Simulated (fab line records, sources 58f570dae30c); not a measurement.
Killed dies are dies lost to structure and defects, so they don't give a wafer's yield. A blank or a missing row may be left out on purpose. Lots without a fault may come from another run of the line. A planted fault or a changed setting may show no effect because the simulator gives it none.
Chamber matching | flow berkeley_cmos170 | UCB170_V1_CMP_02 on cmp-02: 4 sister chambers
The step polishes SiO2. 4 wafers are shown with their chamber, then 10 later ones without.

WAFERS WITH THEIR CHAMBER
wafer  | chamber | motor_current_A (A)
L390.2 | 2       | 18.8
L396.3 | 3       | 14.3
L397.1 | 0       | 16.9
L397.5 | 1       | 15.6

WAFERS WITHOUT THEIR CHAMBER
wafer  | motor_current_A (A)
L397.6 | 17.3
L402.1 | 13.8
L402.2 | 16.9
L402.5 | 17.5
L404.1 | 18.3
L404.2 | 16.6
L404.3 | 14.9
L405.1 | 13.6
L405.4 | 17.0
L405.5 | 14.2

WHICH CHAMBER EACH WENT THROUGH
wafer  | from the rows above     | in truth
L397.6 | 0                       | 0
L402.1 | 3                       | 3
L402.2 | 0                       | 0
L402.5 | can't be placed: 0 or 2 | 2
L404.1 | 2                       | 2
L404.2 | can't be placed: 0 or 1 | 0
L404.3 | can't be placed: 3 or 1 | 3
L405.1 | 3                       | 3
L405.4 | 0                       | 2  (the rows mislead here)
L405.5 | 3                       | 3
Placed correctly: 6 of 10. Can't be placed from these rows: 3 (the true chamber is among the candidates in 3). Placed wrongly: 1.
How it was worked out, from the rows above alone: a wafer's distance from a chamber is the root of the sum, over the readings, of the square of ((its reading less the chamber's mean) divided by the reading's scatter). The wafer belongs to the nearest chamber; if the next one is less than 2 further off, it can't be placed. A chamber's mean is the mean of its shown wafers. The scatter: with one shown wafer a chamber, the root of the mean of the squares of how far each hidden wafer lies from its nearest shown one.
